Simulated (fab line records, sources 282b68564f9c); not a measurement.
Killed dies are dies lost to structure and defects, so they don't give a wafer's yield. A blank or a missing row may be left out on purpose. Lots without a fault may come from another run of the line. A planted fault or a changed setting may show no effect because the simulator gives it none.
fab line records | flow rit_cmos
record lots=14 wafers=42 last_day=7
route steps=202 shown M1@184
lots that met no fault: from a run of the same line without faults
start_h: hours from the record's first day to the start of the lot's first wafer shown | wait_h: hours since the lot's step before | " the same as in the row above | L1.1+2: a row that stands for several wafers | - no value, or no start given | * or withheld: withheld | < > ~ a bound
route shown NAME@n: a module of which the file shows steps, and the number in the route of the first | usual: mean/standard deviation of fault-free wafers | same: alike in all rows | chamber/n: place in a boat | sites: the reading at each site | _std_site: their standard deviation | _edge_site: outer sites' mean less inner sites' | radius_mm: how far each site lies from the wafer's centre | mask NAME#n: copy n | behind: the tool/chamber that last shaped the wafer | hold: why the lot was held/for how many hours/how that ended | device: the transistor (n, p or np) that didn't switch | end of line: the same wafers' tests at the end of the route | a step without rows: its recipe alone | killed: dies lost to structure and defects at the first sort, not the wafer's yield | map: a wafer's dies, x killed, . not, _ none there
set.NAME: the setting as run; set.NAME@STEP: as run at that earlier step | model.NAME: the simulator's own value behind a step, which no gauge read
steps of the route over a sample of lots; a table a step, a row a wafer
services: from which hour (start_h, from the record's first day; less than 0 if before it) a tool's chamber was out of use, for how many hours, and why
## steps
# step RIT_M1_SPUTTER_00
# recipe material=Al target_thk_nm=400 power_w=2000 chamber_pressure_pa=0.4 gas=Ar time_s=500 substrate_temp_c=25
# usual cathode_dc_power_W=2000.1/0.37 throttle_valve_pct=30.0/0.84
# columns lot.wafer tool chamber start_h wait_h cathode_dc_power_W throttle_valve_pct
L197.1 pvd_sputter-04 - 52.91 0.0 2000.2 29.6
L197.2 " - " " 1999.7 29.8
L197.5 " - " " 2000.1 29.7
L198.1 pvd_sputter-01 - 58.68 0.0 2000.9 31.8
L198.3 " - " " 2000.1 29.2
L198.6 " - " " 2000.2 29.1
L199.1 pvd_sputter-04 - 62.56 0.0 2000.1 31.2
L199.3 " - " " 2000.2 29.8
L199.5 " - " " 2000.4 29.6
L201.1 pvd_sputter-04 - 72.55 0.0 2055.7 29.2
L201.3 " - " " 2054.2 31.1
L201.4 " - " " 2054.6 29.9
L203.2 pvd_sputter-04 - 82.96 0.0 2054.6 29.2
L203.4 " - " " 2054.8 29.8
L203.5 " - " " 2054.1 29.9
L206.3 pvd_sputter-01 - 97.56 0.0 1999.7 29.0
L206.4 " - " " 1999.8 29.8
L206.5 " - " " 2001.0 29.9
L210.4 pvd_sputter-01 - 117.44 0.0 1999.9 31.5
L210.5 " - " " 1999.8 29.9
L210.6 " - " " 2000.2 29.3
L212.3 pvd_sputter-01 - 127.14 0.0 2000.5 29.1
L212.4 " - " " 2000.1 31.2
L212.5 " - " " 1999.7 29.1
L214.1 pvd_sputter-01 - 138.84 0.0 1999.5 31.3
L214.4 " - " " 1999.7 29.1
L214.5 " - " " 2000.4 28.9
L215.3 pvd_sputter-04 - 143.46 0.0 1999.9 31.3
L215.5 " - " " 2000.3 29.7
L215.6 " - " " 2000.4 29.3
L217.1 pvd_sputter-04 - 153.22 0.0 1999.8 31.1
L217.4 " - " " 1999.7 29.2
L217.5 " - " " 2000.6 29.2
L218.1 pvd_sputter-01 - 158.13 0.0 1999.7 31.4
L218.3 " - " " 2000.4 29.3
L218.6 " - " " 2000.3 30.0
L219.1 pvd_sputter-04 - 165.33 0.0 1999.7 29.8
L219.4 " - " " 2000.1 29.7
L219.6 " - " " 2000.1 31.2
L220.2 pvd_sputter-01 - 169.03 0.0 2000.1 29.2
L220.4 " - " " 1999.2 29.9
L220.6 " - " " 2000.4 31.3
# step RIT_M1_PROBE_99
# usual defect_limited_yield=97.1/1.1 killed_at_contacts=0.1/0.26 killed_at_front_end=7.5/2.8 killed_dies=7.6/2.8 killed_open=3.9/2.1 killed_short=3.7/1.7 sort_bin_3_pad_short=0.1/0.2 sort_bin_5_function=1.7/0.85 sort_bin_6_memory=1.1/0.71 sort_n_pass=256.4/2.8 sort_yield_pct=97.1/1.1
# same gross_dies=264 killed_at_M0_to_M3=0 killed_at_M4_up=0 killed_at_back_side=0 killed_at_other=0
# columns lot.wafer tool chamber start_h wait_h defect_limited_yield[%] killed_at_contacts killed_at_front_end killed_dies killed_open killed_short sort_bin_3_pad_short[%] sort_bin_5_function[%] sort_bin_6_memory[%] sort_n_pass sort_yield_pct[%]
L197.1 prober-01 - 57.54 0.1 97.0 0 8 8 5 3 0 1.9 1.1 256.0 97.0
L197.2 prober-01 - 57.59 0.1 97.3 0 7 7 4 3 0 1.5 1.1 257.0 97.3
L197.5 prober-01 - 57.74 0.2 98.5 0 4 4 1 3 0.8 0.8 0 260.0 98.5
L198.1 prober-02 - 62.69 0.1 96.2 0 10 10 2 8 0 3.0 0.8 254.0 96.2
L198.3 prober-02 - 62.79 0.2 96.2 0 10 10 3 7 0 3.0 0.8 254.0 96.2
L198.6 prober-02 - 62.94 0.2 97.0 0 8 8 4 4 0 1.9 1.1 256.0 97.0
L199.1 prober-01 - 66.61 0.1 98.1 0 5 5 3 2 0 0.4 1.5 259.0 98.1
L199.3 prober-01 - 66.71 0.2 95.8 0 11 11 4 7 0.8 1.9 1.5 253.0 95.8
L199.5 prober-01 - 66.81 0.2 97.3 0 7 7 5 2 0 0.8 1.9 257.0 97.3
L201.1 prober-01 - 76.58 0.1 96.6 1 8 9 4 5 0.4 1.5 1.5 255.0 96.6
L201.3 prober-01 - 76.68 0.2 98.1 1 4 5 2 3 0 1.9 0 259.0 98.1
L201.4 prober-01 - 76.73 0.2 97.7 0 6 6 2 4 0 1.5 0.8 258.0 97.7
L203.2 prober-01 - 87.03 0.1 96.2 0 10 10 3 6 0.4 3.0 0.4 254.0 96.2
L203.4 prober-01 - 87.13 0.2 97.7 0 6 6 4 2 0 1.5 0.8 258.0 97.7
L203.5 prober-01 - 87.18 0.2 98.5 0 4 4 1 2 0 1.1 0.4 260.0 98.5
L206.3 prober-02 - 101.81 0.2 96.6 0 9 9 5 4 0 3.0 0.4 255.0 96.6
L206.4 prober-02 - 101.86 0.2 95.8 0 11 11 5 6 0 2.7 1.5 253.0 95.8
L206.5 prober-02 - 101.91 0.2 96.2 0 10 10 4 6 0.4 3.0 0.4 254.0 96.2
L210.4 prober-02 - 121.61 0.2 97.0 0 8 8 3 5 0 1.9 1.1 256.0 97.0
L210.5 prober-02 - 121.66 0.2 98.5 1 3 4 1 3 0 1.1 0.4 260.0 98.5
L210.6 prober-02 - 121.71 0.2 97.7 0 6 6 3 3 0 2.3 0 258.0 97.7
L212.3 prober-02 - 131.25 0.2 94.3 0 15 15 10 5 0.4 4.2 1.1 249.0 94.3
L212.4 prober-02 - 131.30 0.2 97.7 0 6 6 2 4 0 1.5 0.8 258.0 97.7
L212.5 prober-02 - 131.35 0.2 99.2 0 2 2 0 2 0 0.8 0 262.0 99.2
L214.1 prober-02 - 143.15 0.1 97.0 0 8 8 3 5 0.4 1.1 1.5 256.0 97.0
L214.4 prober-02 - 143.30 0.2 98.5 0 4 4 3 1 0 1.5 0 260.0 98.5
L214.5 prober-02 - 143.35 0.2 98.5 0 4 4 1 3 0 1.1 0.4 260.0 98.5
L215.3 prober-01 - 148.71 0.2 97.7 0 6 6 3 3 0.4 1.1 0.8 258.0 97.7
L215.5 prober-01 - 148.81 0.2 98.1 0 5 5 4 1 0 1.1 0.8 259.0 98.1
L215.6 prober-01 - 148.86 0.2 97.7 0 6 6 4 2 0 1.9 0.4 258.0 97.7
L217.1 prober-01 - 158.42 0.1 95.5 0 12 12 7 5 0 3.4 1.1 252.0 95.5
L217.4 prober-01 - 158.57 0.2 98.5 0 4 4 3 1 0.4 0 1.1 260.0 98.5
L217.5 prober-01 - 158.62 0.2 96.6 0 9 9 6 3 0 1.5 1.9 255.0 96.6
L218.1 prober-02 - 162.73 0.1 97.0 0 8 8 4 3 0 2.3 0.8 256.0 97.0
L218.3 prober-02 - 162.83 0.2 97.0 0 8 8 3 5 0.4 1.5 1.1 256.0 97.0
L218.6 prober-02 - 162.98 0.2 98.5 0 4 4 2 2 0 0.4 1.1 260.0 98.5
L219.1 prober-01 - 169.48 0.1 98.5 0 4 4 2 2 0 1.5 0 260.0 98.5
L219.4 prober-01 - 169.63 0.2 96.6 0 9 9 6 2 0 2.7 0.8 255.0 96.6
L219.6 prober-01 - 169.73 0.2 95.5 0 12 12 6 4 0 3.4 1.1 252.0 95.5
L220.2 prober-02 - 173.58 0.1 97.0 0 8 8 3 5 0.4 1.5 1.1 256.0 97.0
L220.4 prober-02 - 173.68 0.2 95.8 0 11 11 6 5 0.4 2.7 1.1 253.0 95.8
L220.6 prober-02 - 173.78 0.2 97.0 0 8 8 4 4 0 0.8 2.3 256.0 97.0
# killed by level:class
L197.1 GATE:geometric_particle:open=3 SPACER:geometric_particle:short=2 FOX1:geometric_particle:open=1 FOX2:geometric_particle:open=1 GATE:geometric_particle:short=1
L197.2 REOX:geometric_particle:short=3 GATE:geometric_particle:open=2 REOX:geometric_particle:open=1 SPACER:geometric_particle:open=1
L197.5 FOX1:geometric_particle:short=1 GATE:geometric_particle:short=1 GATE:geometric_particle:open=1 SPACER:geometric_particle:short=1
L198.1 GATE:geometric_particle:short=3 FOX1:geometric_particle:open=2 REOX:geometric_particle:short=2 SPACER:geometric_particle:short=2 FOX2:geometric_particle:short=1
L198.3 GATE:geometric_particle:short=2 GATE:geometric_particle:open=2 REOX:geometric_particle:short=2 FOX1:geometric_particle:short=1 FOX2:geometric_particle:short=1 SPACER:geometric_particle:open=1 SILICIDE:geometric_particle:short=1
L198.6 REOX:geometric_particle:open=2 REOX:geometric_particle:short=2 SPACER:geometric_particle:short=2 FOX2:geometric_particle:open=1 SPACER:geometric_particle:open=1
L199.1 ACTIVE:geometric_particle:short=1 FOX1:geometric_particle:short=1 FOX2:geometric_particle:open=1 GATE:geometric_particle:open=1 REOX:geometric_particle:open=1
L199.3 FOX1:geometric_particle:short=2 GATE:geometric_particle:short=2 FOX1:geometric_particle:open=1 FOX2:geometric_particle:short=1 GATE:geometric_particle:open=1 REOX:geometric_particle:open=1 REOX:geometric_particle:short=1 SPACER:geometric_particle:short=1
L199.5 FOX1:geometric_particle:open=3 GATE:geometric_particle:short=1 GATE:geometric_particle:open=1 REOX:geometric_particle:open=1 SPACER:geometric_particle:short=1
L201.1 GATE:geometric_particle:short=3 SPACER:geometric_particle:open=2 SILICIDE:geometric_particle:short=2 FOX2:geometric_particle:open=1 CONTACT:geometric_particle:open=1
L201.3 GATE:geometric_particle:short=3 FOX1:geometric_particle:open=1 CONTACT:geometric_particle:open=1
L201.4 SPACER:geometric_particle:short=3 GATE:geometric_particle:open=1 SILICIDE:geometric_particle:short=1 SILICIDE:geometric_particle:open=1
L203.2 GATE:geometric_particle:short=4 GATE:geometric_particle:open=2 FOX1:geometric_particle:open=1 REOX:geometric_particle:short=1 SPACER:geometric_particle:short=1 NRETRO:coat_microbubble_printed=1
L203.4 GATE:geometric_particle:open=2 FOX1:geometric_particle:open=1 SPACER:geometric_particle:short=1 SPACER:geometric_particle:open=1 SILICIDE:geometric_particle:short=1
L203.5 FOX1:geometric_particle:short=1 SPACER:geometric_particle:short=1 SILICIDE:geometric_particle:open=1 NRETRO:coat_microbubble_printed=1
L206.3 GATE:geometric_particle:open=3 REOX:geometric_particle:short=2 REOX:geometric_particle:open=1 SPACER:geometric_particle:short=1 SPACER:geometric_particle:open=1 SILICIDE:geometric_particle:short=1
L206.4 GATE:geometric_particle:open=3 GATE:geometric_particle:short=3 SPACER:geometric_particle:short=2 FOX1:geometric_particle:short=1 FOX2:geometric_particle:open=1 REOX:geometric_particle:open=1
L206.5 GATE:geometric_particle:open=3 SILICIDE:geometric_particle:short=3 GATE:geometric_particle:short=1 REOX:geometric_particle:short=1 REOX:geometric_particle:open=1 SPACER:geometric_particle:short=1
L210.4 SPACER:geometric_particle:short=2 SPACER:geometric_particle:open=2 SILICIDE:geometric_particle:short=2 GATE:geometric_particle:short=1 GATE:geometric_particle:open=1
L210.5 SPACER:geometric_particle:short=1 SILICIDE:geometric_particle:short=1 SILICIDE:geometric_particle:open=1 CONTACT:geometric_particle:short=1
L210.6 FOX1:geometric_particle:open=1 FOX2:geometric_particle:open=1 GATE:geometric_particle:short=1 GATE:geometric_particle:open=1 SPACER:geometric_particle:short=1 SILICIDE:geometric_particle:short=1
L212.3 SPACER:geometric_particle:open=4 FOX1:geometric_particle:open=2 FOX1:geometric_particle:short=2 GATE:geometric_particle:short=2 REOX:geometric_particle:open=2 GATE:geometric_particle:open=1 SPACER:geometric_particle:short=1 SILICIDE:geometric_particle:open=1
L212.4 FOX1:geometric_particle:short=1 FOX2:geometric_particle:short=1 REOX:geometric_particle:open=1 SPACER:geometric_particle:open=1 SPACER:geometric_particle:short=1 SILICIDE:geometric_particle:short=1
L212.5 FOX1:geometric_particle:short=1 GATE:geometric_particle:short=1
L214.1 SPACER:geometric_particle:short=2 FOX1:geometric_particle:short=1 FOX1:geometric_particle:open=1 FOX2:geometric_particle:short=1 FOX2:geometric_particle:open=1 GATE:geometric_particle:short=1 SILICIDE:geometric_particle:open=1
L214.4 SPACER:geometric_particle:open=2 GATE:geometric_particle:open=1 GATE:geometric_particle:short=1
L214.5 FOX1:geometric_particle:open=1 FOX1:geometric_particle:short=1 GATE:geometric_particle:short=1 SILICIDE:geometric_particle:short=1
L215.3 GATE:geometric_particle:open=3 FOX1:geometric_particle:short=1 GATE:geometric_particle:short=1 REOX:geometric_particle:short=1
L215.5 FOX1:geometric_particle:open=2 GATE:geometric_particle:open=2 GATE:geometric_particle:short=1
L215.6 FOX1:geometric_particle:open=1 GATE:geometric_particle:open=1 GATE:geometric_particle:short=1 REOX:geometric_particle:short=1 REOX:geometric_particle:open=1 SPACER:geometric_particle:open=1
L217.1 GATE:geometric_particle:open=3 GATE:geometric_particle:short=2 SPACER:geometric_particle:open=2 FOX1:geometric_particle:short=1 FOX1:geometric_particle:open=1 FOX2:geometric_particle:open=1 REOX:geometric_particle:short=1 SPACER:geometric_particle:short=1
L217.4 GATE:geometric_particle:open=2 GATE:geometric_particle:short=1 SPACER:geometric_particle:open=1
L217.5 SPACER:geometric_particle:open=3 GATE:geometric_particle:open=2 FOX2:geometric_particle:open=1 GATE:geometric_particle:short=1 REOX:geometric_particle:short=1 SPACER:geometric_particle:short=1
L218.1 GATE:geometric_particle:open=3 GATE:geometric_particle:short=2 FOX2:geometric_particle:open=1 REOX:geometric_particle:short=1 NLDD:coat_microbubble_printed=1
L218.3 GATE:geometric_particle:short=3 SILICIDE:geometric_particle:short=2 FOX2:geometric_particle:open=1 GATE:geometric_particle:open=1 SILICIDE:geometric_particle:open=1
L218.6 FOX2:geometric_particle:short=1 GATE:geometric_particle:short=1 REOX:geometric_particle:open=1 SILICIDE:geometric_particle:open=1
L219.1 GATE:geometric_particle:short=2 FOX1:geometric_particle:open=1 GATE:geometric_particle:open=1
L219.4 GATE:geometric_particle:open=2 REOX:geometric_particle:open=2 SPACER:geometric_particle:short=2 FOX1:geometric_particle:open=1 SPACER:geometric_particle:open=1 PSD:coat_microbubble_printed=1
L219.6 FOX1:geometric_particle:open=3 GATE:geometric_particle:short=3 PSD:coat_microbubble_printed=2 FOX2:geometric_particle:open=1 GATE:geometric_particle:open=1 REOX:geometric_particle:open=1 SILICIDE:geometric_particle:short=1
L220.2 GATE:geometric_particle:short=3 FOX1:geometric_particle:short=2 FOX2:geometric_particle:open=1 REOX:geometric_particle:open=1 SPACER:geometric_particle:open=1
L220.4 SILICIDE:geometric_particle:open=3 FOX1:geometric_particle:open=2 GATE:geometric_particle:short=2 SILICIDE:geometric_particle:short=2 REOX:geometric_particle:open=1 SPACER:geometric_particle:short=1
L220.6 SILICIDE:geometric_particle:open=2 FOX1:geometric_particle:open=1 FOX1:geometric_particle:short=1 FOX2:geometric_particle:short=1 GATE:geometric_particle:short=1 GATE:geometric_particle:open=1 SILICIDE:geometric_particle:short=1
## services
# columns tool chamber start_h hours kind
pvd_sputter-04 - 121.91 1.1 repair
## key
first_sign step=RIT_M1_SPUTTER_00 reading=cathode_dc_power_W direction=up sigmas=99+ usual=2000.1 struck=2054.7
effect none on later readings
met_at RIT_M1_SPUTTER_00
struck_lots L201,L203
onset_between 62.56 72.55
fault kind=process_parameter_drift tool=pvd_sputter-04 chamber=- onset_h=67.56 steps=RIT_M1_SPUTTER_00 channel=power_w offset=54.484 shape=step end_h=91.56 stated=2000
